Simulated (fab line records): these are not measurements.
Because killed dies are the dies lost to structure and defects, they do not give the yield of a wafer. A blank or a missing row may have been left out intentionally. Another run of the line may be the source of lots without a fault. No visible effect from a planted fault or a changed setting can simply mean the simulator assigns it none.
Split-lot trial || flow rit cmos || on a route of 202 steps: 5 lots, 23 wafers read

== ON THE SPLIT ==
At RIT_M1_SPUTTER_00 (material Al, target thk 400 nm, time 500 s), the setting time s was moved away from the recipe's 500 s on 11 of the 23 wafers read, by -12.7% to +11.6%. The other wafers ran this setting at the recipe's value.

== FROM THE SPLIT ON TO THE READING: in between, the file shows 1 step ==
- RIT_M1_RS_MEAS_01: measures by four-point-probe

== THE READING ==
M1_AL_THK, in nm, at RIT_M1_THK_MEAS_02 (measures by xrf). A value of 406 nm with a standard deviation of 4.9 nm is what fault-free wafers of this fab line usually give.

{"wafer": "L078.1", "tool, chamber at the split": "pvd sputter-02, -", "time s as run, s": 500, "against the recipe": "recipe", "M1_AL_THK, nm": 413, "against lot-mates on the recipe": "-"}
{"wafer": "L078.3", "tool, chamber at the split": "pvd sputter-02, -", "time s as run, s": 500, "against the recipe": "recipe", "M1_AL_THK, nm": 405, "against lot-mates on the recipe": "-"}
{"wafer": "L078.5", "tool, chamber at the split": "pvd sputter-02, -", "time s as run, s": 500, "against the recipe": "recipe", "M1_AL_THK, nm": 407, "against lot-mates on the recipe": "-"}
{"wafer": "L079.1", "tool, chamber at the split": "pvd sputter-01, -", "time s as run, s": 557.8, "against the recipe": "+11.6%", "M1_AL_THK, nm": 447, "against lot-mates on the recipe": "+42"}
{"wafer": "L079.3", "tool, chamber at the split": "pvd sputter-01, -", "time s as run, s": 500, "against the recipe": "recipe", "M1_AL_THK, nm": 403, "against lot-mates on the recipe": "-"}
{"wafer": "L079.4", "tool, chamber at the split": "pvd sputter-01, -", "time s as run, s": 500, "against the recipe": "recipe", "M1_AL_THK, nm": 406, "against lot-mates on the recipe": "-"}
{"wafer": "L079.5", "tool, chamber at the split": "pvd sputter-01, -", "time s as run, s": 500, "against the recipe": "recipe", "M1_AL_THK, nm": 406, "against lot-mates on the recipe": "-"}
{"wafer": "L079.6", "tool, chamber at the split": "pvd sputter-01, -", "time s as run, s": 557.8, "against the recipe": "+11.6%", "M1_AL_THK, nm": 444, "against lot-mates on the recipe": "+39"}
{"wafer": "L080.1", "tool, chamber at the split": "pvd sputter-02, -", "time s as run, s": 532.9, "against the recipe": "+6.6%", "M1_AL_THK, nm": 438, "against lot-mates on the recipe": "+28"}
{"wafer": "L080.3", "tool, chamber at the split": "pvd sputter-02, -", "time s as run, s": 500, "against the recipe": "recipe", "M1_AL_THK, nm": 411, "against lot-mates on the recipe": "-"}
{"wafer": "L080.4", "tool, chamber at the split": "pvd sputter-02, -", "time s as run, s": 500, "against the recipe": "recipe", "M1_AL_THK, nm": 408, "against lot-mates on the recipe": "-"}
{"wafer": "L080.5", "tool, chamber at the split": "pvd sputter-02, -", "time s as run, s": 532.9, "against the recipe": "+6.6%", "M1_AL_THK, nm": 436, "against lot-mates on the recipe": "+26"}
{"wafer": "L080.6", "tool, chamber at the split": "pvd sputter-02, -", "time s as run, s": 532.9, "against the recipe": "+6.6%", "M1_AL_THK, nm": 435, "against lot-mates on the recipe": "+26"}
{"wafer": "L082.1", "tool, chamber at the split": "pvd sputter-02, -", "time s as run, s": 467.9, "against the recipe": "-6.4%", "M1_AL_THK, nm": 376, "against lot-mates on the recipe": -23}
{"wafer": "L082.2", "tool, chamber at the split": "pvd sputter-02, -", "time s as run, s": 500, "against the recipe": "recipe", "M1_AL_THK, nm": 400, "against lot-mates on the recipe": "-"}
{"wafer": "L082.4", "tool, chamber at the split": "pvd sputter-02, -", "time s as run, s": 500, "against the recipe": "recipe", "M1_AL_THK, nm": 398, "against lot-mates on the recipe": "-"}
{"wafer": "L082.5", "tool, chamber at the split": "pvd sputter-02, -", "time s as run, s": 467.9, "against the recipe": "-6.4%", "M1_AL_THK, nm": 371, "against lot-mates on the recipe": -28}
{"wafer": "L082.6", "tool, chamber at the split": "pvd sputter-02, -", "time s as run, s": 467.9, "against the recipe": "-6.4%", "M1_AL_THK, nm": 379, "against lot-mates on the recipe": -20}
{"wafer": "L084.1", "tool, chamber at the split": "pvd sputter-03, -", "time s as run, s": 500, "against the recipe": "recipe", "M1_AL_THK, nm": 400, "against lot-mates on the recipe": "-"}
{"wafer": "L084.3", "tool, chamber at the split": "pvd sputter-03, -", "time s as run, s": 436.3, "against the recipe": "-12.7%", "M1_AL_THK, nm": 348, "against lot-mates on the recipe": -54}
{"wafer": "L084.4", "tool, chamber at the split": "pvd sputter-03, -", "time s as run, s": 436.3, "against the recipe": "-12.7%", "M1_AL_THK, nm": 351, "against lot-mates on the recipe": -50}
{"wafer": "L084.5", "tool, chamber at the split": "pvd sputter-03, -", "time s as run, s": 436.3, "against the recipe": "-12.7%", "M1_AL_THK, nm": 346, "against lot-mates on the recipe": -56}
{"wafer": "L084.6", "tool, chamber at the split": "pvd sputter-03, -", "time s as run, s": 500, "against the recipe": "recipe", "M1_AL_THK, nm": 403, "against lot-mates on the recipe": "-"}

THE FIT
A straight line over all 23 wafers: M1_AL_THK changes by +4.25 nm for each +1% of time s; r = +0.99; the points scatter about the line by 4.8 nm.
The same after taking each lot's own level away (the mean of its wafers on the recipe; 23 wafers): +3.92 nm for each +1%; r = +0.99; scatter 3 nm.
According to that fit, moving time s by its largest amount changes the reading by 50 nm.
The span of the lots' own levels, 399.0 to 409.5 nm, comes to 2.1 times the standard deviation stated above.
Consequently the slope shifts little with the lot-to-lot level, the two slopes agreeing.
Check: for one of the wafers moved furthest among these (-12.7%), held out of the fit, the line's prediction against its lot-mates is -49.7 nm. It came out at -53.5 nm against them.

== THESE WAFERS: OTHER SPLITS ==
Note: prior to the reading, these wafers also went through further splits. Each is held against what the fit with the lots' levels taken away leaves over:
{"other split on the same wafers": "RIT_GATE_SOFTBAKE_12 time s", "wafers away from the commonest value": 8, "r with M1_AL_THK (lot level and that fit taken away)": "+0.31"}
{"other split on the same wafers": "RIT_NLDD_IMPLANT_08 energy kev", "wafers away from the commonest value": 8, "r with M1_AL_THK (lot level and that fit taken away)": "+0.18"}
{"other split on the same wafers": "RIT_NSD_SOFTBAKE_02 temp c", "wafers away from the commonest value": 6, "r with M1_AL_THK (lot level and that fit taken away)": "+0.03"}
{"other split on the same wafers": "RIT_PSD_IMPLANT_08 energy kev", "wafers away from the commonest value": 8, "r with M1_AL_THK (lot level and that fit taken away)": "+0.06"}
{"other split on the same wafers": "RIT_SILICIDE_WET_ETCH_00 time s", "wafers away from the commonest value": 15, "r with M1_AL_THK (lot level and that fit taken away)": "+0.10"}
{"other split on the same wafers": "RIT_SILICIDE_SPUTTER_01 power w", "wafers away from the commonest value": 11, "r with M1_AL_THK (lot level and that fit taken away)": "+0.36"}
{"other split on the same wafers": "RIT_CONTACT_DEVELOP_07 develop time s", "wafers away from the commonest value": 10, "r with M1_AL_THK (lot level and that fit taken away)": "+0.06"}
{"other split on the same wafers": "RIT_CONTACT_ETCH_11 time s", "wafers away from the commonest value": 11, "r with M1_AL_THK (lot level and that fit taken away)": "+0.46"}

== THE WHOLE CHAIN: every reading that the file lists as answering this split, in the file's order ==
{"step": "RIT_M1_SPUTTER_00", "what it does": "material Al, target thk 400 nm, time 500 s", "reading": "Al_of_M1_SPUTTER_00.thk nm (the simulator's own value, which no gauge read)", "change (the file's fit)": "+3.85 nm for each +1% of the setting", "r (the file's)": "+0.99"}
{"step": "RIT_M1_RS_MEAS_01", "what it does": "measures by four-point-probe", "reading": "M1_AL_RS", "change (the file's fit)": "-0.000757 for each +1% of the setting", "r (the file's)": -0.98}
{"step": "RIT_M1_THK_MEAS_02", "what it does": "measures by xrf", "reading": "M1_AL_THK", "change (the file's fit)": "+3.85 for each +1% of the setting", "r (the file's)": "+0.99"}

== THE FILE'S OWN FIT ==
M1_AL_THK changes by +3.85 nm for each +1% of time s, r = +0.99.
